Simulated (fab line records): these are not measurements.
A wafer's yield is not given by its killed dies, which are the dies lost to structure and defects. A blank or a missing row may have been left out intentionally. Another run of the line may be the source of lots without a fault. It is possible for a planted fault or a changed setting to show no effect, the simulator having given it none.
fab line records	flow rit_cmos
record lots=7	wafers=21	last_day=6
route steps=202 shown CONTACT@168 M1@202
lots with no fault: from the same line, run without faults
start_h: start of the lot's first displayed wafer, in hours after the record's first day	wait_h: hours since the lot's step before	" as in the row above	L1.1+2: a row that stands for several wafers	- no value, or no start was given	* or withheld: withheld	< > ~ a bound
route shown NAME@n: NAME is a module with steps in the file, n the number in the route of the first one	usual: mean and standard deviation over wafers with no fault	same: alike in all rows	chamber/n: place in a boat	sites: the reading at each site	_std_site: standard deviation across them	_edge_site: mean of outer sites minus mean of inner sites	radius_mm: how far each site lies from the wafer's centre	mask NAME#n: copy n	behind: the most recent tool/chamber to have shaped the wafer	hold: why the lot went on hold/how many hours it stayed there/how the hold came to an end	device: which transistor (n, p or np) failed to switch	end of line: tests of these same wafers at the route's end	a step with no rows: only its recipe	killed: dies that structure and defects cost at the first sort, which is not the same as the wafer's yield	map: the dies of a wafer, with x for killed, . for not killed, _ for no die there
set.NAME: the setting as run; set.NAME@STEP: as run at that earlier step	model.NAME: the simulator's own value behind a step, which no gauge read
a table for each step, a row for each wafer; lots at some steps of the route
services: when a tool's chamber went out of use (start_h, in hours from the record's first day, below 0 if earlier), for how many hours, and the reason
## steps
# step RIT_CONTACT_CVD_00
# recipe material=SiO2	target_thk_nm=400	precursor=TEOS	temp_c=390	time_s=61	rf_w=400
# usual heater_power_w=333/54
lot.wafer	tool	chamber	start_h	wait_h	heater_power_w
L567.3	pecvd-04	2	56.33	0.0	387
L567.4	"	1	"	"	326
L567.5	"	2	"	"	405
L570.2	pecvd-04	2	75.09	0.0	336
L570.3	"	1	"	"	270
L570.4	"	0	"	"	347
L578.2	pecvd-02	0	113.92	0.0	307
L578.4	"	2	"	"	384
L578.6	"	1	"	"	230
L579.1	pecvd-04	1	117.07	0.1	325
L579.2	"	0	"	"	334
L579.6	"	1	"	"	237
L580.2	pecvd-03	2	123.21	0.0	356
L580.4	"	1	"	"	436
L580.6	"	0	"	"	370
L583.1	pecvd-03	2	137.46	0.1	356
L583.2	"	1	"	"	446
L583.4	"	2	"	"	364
L584.1	pecvd-02	0	141.83	0.1	284
L584.3	"	2	"	"	334
L584.5	"	1	"	"	219
# step RIT_CONTACT_THK_MEAS_01
# recipe reads=SiO2_of_CONTACT_CVD_00
# usual CONTACT_TEOS_THK=401/6.4
lot.wafer	tool	chamber	start_h	wait_h	CONTACT_TEOS_THK[nm]
L567.3	film_metro-01	-	56.40	0.0	386
L567.4	"	-	"	"	407
L567.5	"	-	"	"	395
L570.2	film_metro-01	-	75.15	0.0	391
L570.3	"	-	"	"	403
L570.4	"	-	"	"	405
L578.2	film_metro-01	-	113.99	0.0	402
L578.4	"	-	"	"	407
L578.6	"	-	"	"	411
L579.1	film_metro-01	-	117.15	0.1	395
L579.2	"	-	"	"	395
L579.6	"	-	"	"	408
L580.2	film_metro-01	-	123.27	0.0	390
L580.4	"	-	"	"	399
L580.6	"	-	"	"	398
L583.1	film_metro-01	-	137.51	0.0	400
L583.2	"	-	"	"	398
L583.4	"	-	"	"	403
L584.1	film_metro-03	-	141.88	0.0	406
L584.3	"	-	"	"	402
L584.5	"	-	"	"	404
# step RIT_CONTACT_HMDS_02
# recipe prime_time_s=60	prime_temp_c=140
# step RIT_CONTACT_COAT_03
# recipe resist=NOVOLAK	spin_rpm=3250	resist_thk_nm=1000
# step RIT_CONTACT_SOFTBAKE_04
# recipe resist=NOVOLAK	temp_c=90	time_s=60
# step RIT_CONTACT_EXPOSE_05
# recipe mask_id=M11	na=0.6	source_shape=conventional	sigma_outer=0.5	target_cd_nm=1000	dose_mj=250
# step RIT_CONTACT_PEB_06
# recipe resist=NOVOLAK	temp_c=withheld	time_s=withheld
# step RIT_CONTACT_DEVELOP_07
# recipe resist=NOVOLAK	develop_time_s=120	dev_temp_c=24.23
# step RIT_CONTACT_CD_MEAS_08
# recipe target_cd_nm=1000
# usual cd_nm=1000.0/2.6
lot.wafer	tool	chamber	start_h	wait_h	cd_nm
L567.3	cd_sem-01	-	57.91	-	1004.2
L567.4	"	-	"	"	1001.7
L567.5	"	-	"	"	1001.7
L570.2	cd_sem-01	-	76.19	-	996.6
L570.3	"	-	"	"	999.9
L570.4	"	-	"	"	997.7
L578.2	cd_sem-01	-	115.06	-	1002.4
L578.4	"	-	"	"	1002.5
L578.6	"	-	"	"	1002.7
L579.1	cd_sem-01	-	118.19	-	998.4
L579.2	"	-	"	"	996.9
L579.6	"	-	"	"	997.0
L580.2	cd_sem-01	-	124.44	-	993.5
L580.4	"	-	"	"	996.4
L580.6	"	-	"	"	994.8
L583.1	cd_sem-02	-	138.53	-	1000.0
L583.2	"	-	"	"	999.0
L583.4	"	-	"	"	996.7
L584.1	cd_sem-02	-	143.03	-	997.7
L584.3	"	-	"	"	998.9
L584.5	"	-	"	"	1000.1
# step RIT_CONTACT_OVL_MEAS_09
# usual CONTACT_OVL=-1.1/1.9
lot.wafer	tool	chamber	start_h	wait_h	CONTACT_OVL[nm]
L567.3	overlay-02	-	58.00	0.1	-0.8
L567.4	"	-	"	"	-0.6
L567.5	"	-	"	"	0.0
L570.2	overlay-02	-	76.30	0.1	-0.9
L570.3	"	-	"	"	-0.1
L570.4	"	-	"	"	-1.2
L578.2	overlay-02	-	115.16	0.1	-5.1
L578.4	"	-	"	"	-3.6
L578.6	"	-	"	"	-5.0
L579.1	overlay-01	-	118.31	0.1	-1.8
L579.2	"	-	"	"	-1.4
L579.6	"	-	"	"	-2.0
L580.2	overlay-02	-	124.54	0.1	0.9
L580.4	"	-	"	"	-1.8
L580.6	"	-	"	"	0.3
L583.1	overlay-01	-	138.65	0.1	0.5
L583.2	"	-	"	"	0.6
L583.4	"	-	"	"	0.8
L584.1	overlay-02	-	143.15	0.1	-1.3
L584.3	"	-	"	"	-3.7
L584.5	"	-	"	"	-1.8
# step RIT_CONTACT_HARDBAKE_10
# recipe resist=NOVOLAK	temp_c=140	time_s=60
# step RIT_CONTACT_ETCH_11
# recipe target_depth_a=4800	over_etch_frac=0.2	stop_on=TiSi2	chemistry=CHF3/CF4/Ar	target=SiO2	CHF3_flow_sccm=50	cf4_flow_sccm=10	Ar_flow_sccm=100	O2_flow_sccm=5	pressure_mtorr=100	rf_w=200	time_s=320
# usual drypump_motor_current_A=5.51/0.3	mfc_ar_sccm=100.0/0.32	oes_product_au=0.990/0.013	throttle_valve_pct=8.89/0.15
lot.wafer	tool	chamber	start_h	wait_h	drypump_motor_current_A	mfc_ar_sccm	oes_product_au	rf_hours_counter_h	throttle_valve_pct
L567.3	rie_diel-04	1	58.18	0.1	6.01	99.8	0.973	4	8.68
L567.4	"	0	"	"	5.84	99.4	0.987	149	8.60
L567.5	"	0	"	"	5.82	99.6	0.981	-	8.59
L570.2	rie_diel-03	2	76.48	0.1	5.90	99.7	0.995	62	8.78
L570.3	"	3	"	"	5.37	100.1	1.014	70	8.85
L570.4	"	0	"	"	5.68	100.0	1.005	88	9.10
L578.2	rie_diel-01	0	115.39	0.1	4.89	100.2	0.991	154	8.89
L578.4	"	3	"	"	5.49	99.9	1.002	3	8.84
L578.6	"	3	"	"	5.50	100.0	1.004	-	8.85
L579.1	rie_diel-03	1	118.49	0.1	5.25	100.2	0.976	139	8.99
L579.2	"	3	"	"	5.41	100.0	1.019	71	8.88
L579.6	"	2	"	"	5.91	100.2	0.989	-	8.81
L580.2	rie_diel-01	2	124.72	0.1	5.44	100.0	0.981	9	9.01
L580.4	"	1	"	"	5.55	99.7	0.979	104	9.08
L580.6	"	3	"	"	5.51	100.2	0.997	-	8.84
L583.1	rie_diel-04	1	138.84	0.1	6.01	99.8	0.970	5	8.68
L583.2	"	0	"	"	5.80	99.4	0.983	151	8.59
L583.4	"	3	"	"	5.35	100.0	1.004	-	8.98
L584.1	rie_diel-01	1	143.34	0.1	5.58	100.1	0.973	104	9.10
L584.3	"	3	"	"	5.49	100.0	0.992	3	8.85
L584.5	"	2	"	"	5.46	100.0	0.977	-	8.97
# step RIT_CONTACT_STRIP_12
# recipe chemistry=O2	time_s=180	resist=NOVOLAK	platen_temp_c=withheld	power_w=500	pressure_mtorr=4000	o2_flow_sccm=4000
# usual drypump_motor_current_A=5.8/0.36	rf_refl_power_W=7.1/1.2	run_length_s=208.4/0.42
lot.wafer	tool	chamber	start_h	wait_h	drypump_motor_current_A	rf_hours_counter_h	rf_refl_power_W	run_length_s
L567.3	plasma_asher-01	0	58.43	0.2	6.2	-	5.4	208.1
L567.4	"	1	"	"	6.3	-	6.3	208.3
L567.5	"	0	"	"	6.2	-	5.5	208.0
L570.2	plasma_asher-03	1	76.67	0.1	5.4	43	7.3	208.9
L570.3	"	1	"	"	5.4	-	7.5	208.2
L570.4	"	0	"	"	6.1	-	6.7	208.5
L578.2	plasma_asher-03	0	115.59	0.1	6.1	47	-	183.2
L578.4	"	0	"	"	6.1	-	-	183.0
L578.6	"	0	"	"	6.1	-	-	183.2
L579.1	plasma_asher-03	0	118.69	0.1	6.1	48	-	183.1
L579.2	"	1	"	"	5.4	48	-	183.3
L579.6	"	1	"	"	5.4	-	-	183.2
L580.2	plasma_asher-03	1	124.92	0.1	5.4	49	-	183.3
L580.4	"	1	"	"	5.4	-	-	183.3
L580.6	"	1	"	"	5.4	-	-	183.4
L583.1	plasma_asher-01	0	139.03	0.1	6.2	1	5.3	208.1
L583.2	"	1	"	"	6.2	1	6.5	208.8
L583.4	"	0	"	"	6.2	-	5.2	208.2
L584.1	plasma_asher-01	0	143.53	0.1	6.2	1	5.3	208.5
L584.3	"	1	"	"	6.3	-	6.5	208.4
L584.5	"	1	"	"	6.2	-	6.7	208.6
# step RIT_CONTACT_CD_MEAS_90
# recipe target_cd_nm=1000
# usual cd_nm=1000.0/2.6
lot.wafer	tool	chamber	start_h	wait_h	cd_nm
L567.3	cd_sem-02	-	58.59	0.1	1003.4
L567.4	"	-	"	"	1001.4
L567.5	"	-	"	"	1001.2
L570.2	cd_sem-01	-	76.87	0.1	996.7
L570.3	"	-	"	"	999.9
L570.4	"	-	"	"	998.0
L578.2	cd_sem-01	-	115.85	0.2	1001.6
L578.4	"	-	"	"	1002.2
L578.6	"	-	"	"	1002.3
L579.1	cd_sem-01	-	118.86	0.1	997.6
L579.2	"	-	"	"	996.0
L579.6	"	-	"	"	997.7
L580.2	cd_sem-01	-	125.11	0.1	993.7
L580.4	"	-	"	"	995.9
L580.6	"	-	"	"	994.6
L583.1	cd_sem-02	-	139.21	0.1	999.0
L583.2	"	-	"	"	999.4
L583.4	"	-	"	"	997.1
L584.1	cd_sem-02	-	143.71	0.1	998.5
L584.3	"	-	"	"	999.1
L584.5	"	-	"	"	1001.0
# step RIT_M1_PROBE_99
# usual killed_at_contacts=0.0/0.22	killed_at_front_end=6.9/2.9	killed_dies=7.0/2.9	killed_open=3.5/2	killed_short=3.5/2
# same gross_dies=264	killed_at_M0_to_M3=0	killed_at_M4_up=0	killed_at_back_side=0	killed_at_other=0
lot.wafer	tool	chamber	start_h	wait_h	killed_at_contacts	killed_at_front_end	killed_dies	killed_open	killed_short	model.etest.npoly_line.line_ohm_um	model.etest.ppoly_line.line_ohm_um	model.etest.nmos_turned.drive_ua_um	model.etest.pmos_turned.drive_ua_um	model.etest.contact_pplus.end_ohm_um	model.etest.ppoly_line.width_nm	model.etest.npoly_line.width_nm	model.etest.contact_nplus.end_ohm_um
L567.3	prober-01	-	66.70	0.2	0	5	5	1	4	169.4	161.8	271.8	154.8	44.61	101.7	100.7	43.16
L567.4	prober-01	-	66.75	0.2	0	4	4	1	3	170.3	163.8	286.9	166.2	44.4	101.2	100.8	44.03
L567.5	prober-01	-	66.80	0.2	0	4	4	3	1	171.2	164.2	306.5	176.5	42.99	101.8	101.6	42.2
L570.2	prober-02	-	81.50	0.1	0	9	9	6	3	174.8	166.8	321.9	191.5	42.99	100.8	99.92	40.95
L570.3	prober-02	-	81.55	0.2	0	4	4	2	2	162	156.1	309.9	183	44.02	104.6	103.9	42.69
L570.4	prober-02	-	81.60	0.2	0	7	7	3	4	170.5	164.4	302.8	176.9	43.66	102.1	101.5	42.75
L578.2	prober-02	-	120.42	0.1	0	13	13	6	7	167.1	161.4	295.7	164.7	44.95	103.2	102.5	41.51
L578.4	prober-02	-	120.52	0.2	0	15	15	10	5	169.7	162.4	290.1	165.5	44.47	103.1	102.1	43.71
L578.6	prober-02	-	120.62	0.2	0	9	9	4	5	169.3	161.1	287.6	162.1	43.85	104	103.5	43.95
L579.1	prober-01	-	123.71	0.1	0	12	12	6	6	171.5	166.6	280.7	171	44.13	101.7	100.6	42.71
L579.2	prober-01	-	123.76	0.1	0	5	5	3	2	167.9	158.1	276.7	166.9	43.1	103	102.5	41.81
L579.6	prober-01	-	123.96	0.2	0	4	4	2	2	175.4	166.9	282.1	171.4	43.15	99.55	98.6	41.63
L580.2	prober-02	-	130.00	0.1	0	4	4	3	1	223.8	208.3	313.9	186.2	34.34	112.2	110.8	33.21
L580.4	prober-02	-	130.10	0.2	0	4	4	1	3	219.7	208.6	304.3	178.6	34.67	110.9	110.3	34.44
L580.6	prober-02	-	130.20	0.2	0	6	6	2	4	224.8	209.5	326.8	192.8	35.24	110.3	109	32.78
L583.1	prober-01	-	144.96	0.1	0	4	4	3	1	165.7	157.8	321.1	182.8	42.93	100.8	99.88	44.84
L583.2	prober-01	-	145.01	0.1	0	6	6	2	4	166.9	161.1	326.5	185.5	44.94	99.59	99.15	47.07
L583.4	prober-01	-	145.11	0.2	0	3	3	3	0	172.8	165.3	337.8	192.1	42.17	100	99.3	43.2
L584.1	prober-02	-	148.67	0.1	0	4	4	3	1	170.3	163.9	326.6	186.5	43.9	102.3	100.5	43.08
L584.3	prober-02	-	148.77	0.2	0	5	5	4	1	171.9	163.4	322	187.9	43.41	100.5	99	42.32
L584.5	prober-02	-	148.87	0.2	1	6	7	4	3	168.6	162.1	314.8	182.4	44.31	102	101	40.82
# killed by level:class
L567.3 GATE:geometric_particle:short=2 FOX1:geometric_particle:short=1 GATE:geometric_particle:open=1 SILICIDE:geometric_particle:short=1
L567.4 GATE:geometric_particle:short=2 REOX:geometric_particle:short=1 REOX:geometric_particle:open=1
L567.5 SPACER:geometric_particle:open=2 GATE:geometric_particle:open=1 REOX:geometric_particle:short=1
L570.2 GATE:geometric_particle:open=3 ACTIVE:geometric_particle:open=1 GATE:geometric_particle:short=1 REOX:geometric_particle:short=1 SPACER:geometric_particle:open=1 SPACER:geometric_particle:short=1 SILICIDE:geometric_particle:open=1
L570.3 GATE:geometric_particle:short=1 GATE:geometric_particle:open=1 SPACER:geometric_particle:short=1 SILICIDE:geometric_particle:open=1
L570.4 GATE:geometric_particle:open=3 GATE:geometric_particle:short=2 FOX2:geometric_particle:short=1 SILICIDE:geometric_particle:short=1
L578.2 GATE:geometric_particle:short=3 FOX2:geometric_particle:short=2 GATE:geometric_particle:open=2 FOX1:geometric_particle:short=1 FOX1:geometric_particle:open=1 REOX:geometric_particle:open=1 SPACER:geometric_particle:open=1 SILICIDE:geometric_particle:short=1
L578.4 REOX:geometric_particle:open=4 GATE:geometric_particle:open=3 FOX1:geometric_particle:short=2 SILICIDE:geometric_particle:short=2 FOX1:geometric_particle:open=1 SPACER:geometric_particle:open=1 SPACER:geometric_particle:short=1 SILICIDE:geometric_particle:open=1
L578.6 GATE:geometric_particle:short=2 GATE:geometric_particle:open=2 SILICIDE:geometric_particle:open=2 FOX1:geometric_particle:short=1 FOX2:geometric_particle:short=1 SILICIDE:geometric_particle:short=1
L579.1 GATE:geometric_particle:short=4 REOX:geometric_particle:open=3 FOX2:geometric_particle:open=2 GATE:geometric_particle:open=1 REOX:geometric_particle:short=1 SPACER:geometric_particle:short=1
L579.2 GATE:geometric_particle:open=2 FOX1:geometric_particle:open=1 GATE:geometric_particle:short=1 REOX:geometric_particle:short=1
L579.6 REOX:geometric_particle:short=1 SPACER:geometric_particle:open=1 SILICIDE:geometric_particle:short=1 SILICIDE:geometric_particle:open=1
L580.2 SPACER:geometric_particle:open=3 FOX1:geometric_particle:short=1
L580.4 FOX1:geometric_particle:short=2 GATE:geometric_particle:short=1 SPACER:geometric_particle:open=1
L580.6 GATE:geometric_particle:short=2 REOX:geometric_particle:open=2 REOX:geometric_particle:short=1 SILICIDE:geometric_particle:short=1
L583.1 GATE:geometric_particle:open=2 GATE:geometric_particle:short=1 SILICIDE:geometric_particle:open=1
L583.2 GATE:geometric_particle:short=2 FOX1:geometric_particle:open=1 FOX2:geometric_particle:short=1 REOX:geometric_particle:open=1 SILICIDE:geometric_particle:short=1
L583.4 SPACER:geometric_particle:open=2 FOX1:geometric_particle:open=1
L584.1 FOX1:geometric_particle:open=1 FOX2:geometric_particle:open=1 SILICIDE:geometric_particle:short=1 SILICIDE:geometric_particle:open=1
L584.3 REOX:geometric_particle:open=2 FOX1:geometric_particle:short=1 GATE:geometric_particle:open=1 SILICIDE:geometric_particle:open=1
L584.5 REOX:geometric_particle:short=2 FOX1:geometric_particle:open=1 GATE:geometric_particle:open=1 REOX:geometric_particle:open=1 SILICIDE:geometric_particle:open=1 CONTACT:geometric_particle:short=1
## services
tool	chamber	start_h	hours	kind
rie_diel-04	3	36.94	7.7	repair
pecvd-02	1	49.14	11.2	repair
pecvd-04	-	50.00	0.7	repair
rie_diel-04	0	80.98	5.6	repair
rie_diel-03	2	82.30	8.4	repair
rie_diel-04	3	87.23	8.6	repair
plasma_asher-01	-	89.01	4.5	repair
pecvd-04	1	89.95	2.3	repair
rie_diel-04	-	97.12	0.2	repair
pecvd-04	2	103.55	21.1	repair
rie_diel-01	1	105.21	3.9	repair
plasma_asher-01	-	108.92	9.0	pm
plasma_asher-01	0	108.92	9.0	vent_cycle
plasma_asher-01	1	108.92	9.0	vent_cycle
plasma_asher-01	0	117.92	-	clean
plasma_asher-01	1	117.92	-	clean
plasma_asher-01	-	121.35	15.5	repair
pecvd-02	-	122.95	2.8	pm
rie_diel-01	0	131.11	-	clean
rie_diel-01	0	131.11	18.1	scheduled_down
rie_diel-01	0	131.11	18.1	vent_cycle
rie_diel-04	2	131.38	8.2	repair
## key
first_sign step=RIT_CONTACT_STRIP_12	reading=run_length_s	direction=down	sigmas=60	usual=*	struck=*
effect none on later readings
model_effect step=RIT_M1_PROBE_99	value=etest.npoly_line.line_ohm_um	without=170	struck=187.7
met_at RIT_CONTACT_STRIP_12
struck_wafers L578.2,L578.4,L578.6,L579.1,L579.2,L579.6,L580.2,L580.4,L580.6
tester_left_out L578,L579,L580
onset_between 76.67 115.59
earlier_fault kind=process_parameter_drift	tool=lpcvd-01	chamber=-	onset_h=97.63	steps=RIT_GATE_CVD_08	channel=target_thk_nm	offset=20	shape=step	end_h=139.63	acts_in=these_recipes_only	stated=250
earlier_fault kind=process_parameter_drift	tool=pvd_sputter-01	chamber=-	onset_h=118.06	steps=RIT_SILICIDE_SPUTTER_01	channel=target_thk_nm	offset=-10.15	shape=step	end_h=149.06	acts_in=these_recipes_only	stated=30
fault kind=process_parameter_drift	tool=plasma_asher-03	chamber=-	onset_h=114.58	steps=RIT_CONTACT_STRIP_12	channel=time_s	offset=*	shape=step	acts_in=*	stated=*
# tester_left_out: of these lots the tester's yield and bins aren't shown, on N5 and GAA mostly nor the transistor test; their killed dies are dies lost to structure and defects alone, not to doping, threshold or leakage, so they don't give the yield
